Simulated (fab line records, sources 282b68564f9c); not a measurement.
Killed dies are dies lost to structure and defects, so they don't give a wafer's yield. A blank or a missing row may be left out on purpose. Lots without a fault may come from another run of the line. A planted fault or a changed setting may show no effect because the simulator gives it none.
Chamber matching | flow rit_cmos | RIT_GATE_ETCH_19 on rie_si-02: 4 sister chambers
The step etches poly-Si in SF6/CHF3/O2, stops on SiO2, time 165 s, target depth 312.5 nm. 17 wafers are shown with their chamber, then 8 later ones without.

WAFERS WITH THEIR CHAMBER
wafer  | chamber | drypump_motor_current_A (A) | throttle_valve_pct (%) | oes_product_au (a.u.)
L987.1 | 3       | 4.9                         | 10.41                  | 0.832
L987.2 | 0       | 5.6                         | 10.04                  | 0.833
L987.4 | 1       | 5.5                         | 10.10                  | 0.826
L989.3 | 2       | 6.1                         | 10.10                  | 0.857
L989.5 | 0       | 5.6                         | 10.04                  | 0.846
L989.6 | 1       | 5.4                         | 10.10                  | 0.837
L991.1 | 2       | 6.0                         | 10.08                  | 0.850
L991.2 | 1       | 5.5                         | 10.10                  | 0.830
L991.4 | 0       | 5.6                         | 10.06                  | 0.842
L995.4 | 1       | 5.5                         | 10.09                  | 0.835
L995.5 | 1       | 5.5                         | 10.09                  | 0.829
L995.6 | 0       | 5.6                         | 10.05                  | 0.860
L997.1 | 2       | 6.0                         | 10.10                  | 0.849
L997.2 | 1       | 5.5                         | 10.11                  | 0.826
L997.6 | 3       | 4.9                         | 10.42                  | 0.835
L999.1 | 0       | 5.6                         | 10.04                  | 0.846
L999.3 | 2       | 6.0                         | 10.11                  | 0.855

SIGNATURES (means of the wafers above)
reading                 | chamber 0 | chamber 1 | chamber 2 | chamber 3 | scatter within a chamber
drypump_motor_current_A | 5.600     | 5.483     | 6.025     | 4.900     | 0.0349
throttle_valve_pct      | 10.0460   | 10.0983   | 10.0975   | 10.4150   | 0.00932
oes_product_au          | 0.84540   | 0.83050   | 0.85275   | 0.83350   | 0.00641
Rule: a wafer's distance from a chamber is the root of the sum, over the readings, of the square of ((its reading less the chamber's mean) divided by the reading's scatter). The wafer belongs to the nearest chamber; if the next one is less than 2 further off, it can't be placed. The scatter: the root of (the sum of the squares of (reading less its chamber's mean) over the shown wafers, divided by (wafers less chambers)).

WAFERS WITHOUT THEIR CHAMBER
wafer  | drypump_motor_current_A (A) | throttle_valve_pct (%) | oes_product_au (a.u.)
L999.4 | 5.5                         | 10.10                  | 0.827
L100.3 | 6.0                         | 10.10                  | 0.789
L107.1 | 5.5                         | 10.11                  | 0.830
L107.2 | 4.9                         | 10.44                  | 0.828
L107.5 | 5.5                         | 10.11                  | 0.847
L109.2 | 6.1                         | 10.09                  | 0.844
L109.4 | 4.9                         | 10.42                  | 0.829
L109.5 | 6.0                         | 10.08                  | 0.844

WHICH CHAMBER EACH WENT THROUGH
wafer  | from the rows above | in truth
L999.4 | 1                   | 1
L100.3 | 2                   | 2
L107.1 | 1                   | 1
L107.2 | 3                   | 3
L107.5 | 1                   | 1
L109.2 | 2                   | 2
L109.4 | 3                   | 3
L109.5 | 2                   | 2
Placed correctly: 8 of 8. Can't be placed from these rows: 0. Placed wrongly: 0.
